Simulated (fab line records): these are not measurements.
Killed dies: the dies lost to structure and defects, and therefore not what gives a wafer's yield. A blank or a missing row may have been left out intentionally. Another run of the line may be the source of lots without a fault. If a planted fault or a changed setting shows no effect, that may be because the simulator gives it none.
Check for tools in common	flow rit_cmos	Lots sampled 14, wafers sampled 42

THE REASON FOR OPENING IT
2 of 14 lots carry a flag on the reading GATE_OXIDE_THK at RIT_GATE_THK_MEAS_07. No-fault wafers: 3.02 nm, standard deviation 0.074.
Rule: flag the lot when none of its wafers has a number, or when each of its wafers that has one lies beyond 4 standard deviations from that mean. The rest of the lots are taken to be sound.

lot	measured	on	GATE_OXIDE_THK (nm), wafer by wafer	flag
L998	day 2 10:56	film_metro-04	2.97 3.01 3.01	
L999	day 2 14:50	film_metro-04	3.15 3.11 3.11	
L100	day 2 19:22	film_metro-04	3.06 3.01 3.02	
L101	day 3 01:18	film_metro-04	3.11 3.10 3.06	
L102	day 3 05:16	film_metro-03	2.91 2.99 2.93	
L103	day 3 10:56	film_metro-04	2.94 3.09 3.06	
L107	day 4 11:37	film_metro-02	2.97 3.00 3.04	
L109	day 4 19:14	film_metro-04	2.92 2.96 2.96	
L110	day 4 23:19	film_metro-03	3.03 3.08 3.05	
L111	day 5 03:26	film_metro-04	3.11 3.06 3.12	
L112	day 5 07:31	film_metro-02	2.91 2.90 2.98	
L114	day 5 17:23	film_metro-02	2.95 2.99 2.91	
L117	day 6 08:23	film_metro-02	2.48 2.48 2.46	FLAGGED
L119	day 6 18:42	film_metro-02	2.34 2.33 2.34	FLAGGED
The numbers of the flagged lots are 2.40 nm on average: -0.62 nm against the usual, or -8 standard deviations.

WHICH TOOL EACH LOT WENT THROUGH
The record keeps 1 process step preceding the reading, out of 202 steps on the route. Every cell lists first the tool, next ch and the chambers used by the sampled wafers, and last the start.
lot	flag	RIT_GATE_OXIDATION_05
L998		furnace-04 ch 0, day 2 09:36
L999		furnace-01 ch 0, day 2 13:31
L100		furnace-01 ch 0, day 2 18:01
L101		furnace-02 ch 0, day 2 23:06
L102		furnace-04 ch 0, day 3 03:56
L103		furnace-02 ch 0, day 3 09:32
L107		furnace-01 ch 0, day 4 09:18
L109		furnace-04 ch 0, day 4 17:55
L110		furnace-02 ch 0, day 4 21:59
L111		furnace-02 ch 0, day 5 02:07
L112		furnace-01 ch 0, day 5 06:11
L114		furnace-01 ch 0, day 5 16:03
L117	FLAGGED	furnace-02 ch 0, day 6 07:03
L119	FLAGGED	furnace-02 ch 0, day 6 17:18
What the steps here do:
- RIT_GATE_OXIDATION_05: target thk 3 nm, ox time 270 s.
- RIT_GATE_THK_MEAS_07

FLAGGED OVER TOTAL, TOOL BY TOOL (the gauges that took the reading come last)
step	tool	lots run	flagged	share of the flagged lots	sound lots run after its first flagged lot
RIT_GATE_OXIDATION_05	furnace-01	5	0	none	-
RIT_GATE_OXIDATION_05	furnace-02	6	2	all	0
RIT_GATE_OXIDATION_05	furnace-04	3	0	none	-
RIT_GATE_THK_MEAS_07	film_metro-02	5	2	all	0
RIT_GATE_THK_MEAS_07	film_metro-03	2	0	none	-
RIT_GATE_THK_MEAS_07	film_metro-04	7	0	none	-

WHAT IS ALLOWED BY THE TABLE
furnace-02 at RIT_GATE_OXIDATION_05 and film_metro-02 at RIT_GATE_THK_MEAS_07 are the 2 rows of the table that ran each flagged lot.
- furnace-02 at RIT_GATE_OXIDATION_05: 2 of its 6 lots flagged. A fault beginning between L111 (day 5 02:07), its last sound lot, and L117 (day 6 07:03), its first flagged one, fits the data. Its own readings (spike_tc_centre_C, spike_tc_load_C, tube_center_temp_C, tube_center_temp_C_max) fall more than 4 standard deviations out on all wafers of the flagged lots.
- film_metro-02 at RIT_GATE_THK_MEAS_07: 2 of its 5 lots flagged. A fault beginning between L114 (day 5 17:23), its last sound lot, and L117 (day 6 08:23), its first flagged one, fits the data.
These 2 tools cannot be told apart by counting lots, since each of them fits a fault that started at some hour. More lots, or a look at what each step does to the wafer, might.

WHAT THE SIMULATOR HAD PUT IN
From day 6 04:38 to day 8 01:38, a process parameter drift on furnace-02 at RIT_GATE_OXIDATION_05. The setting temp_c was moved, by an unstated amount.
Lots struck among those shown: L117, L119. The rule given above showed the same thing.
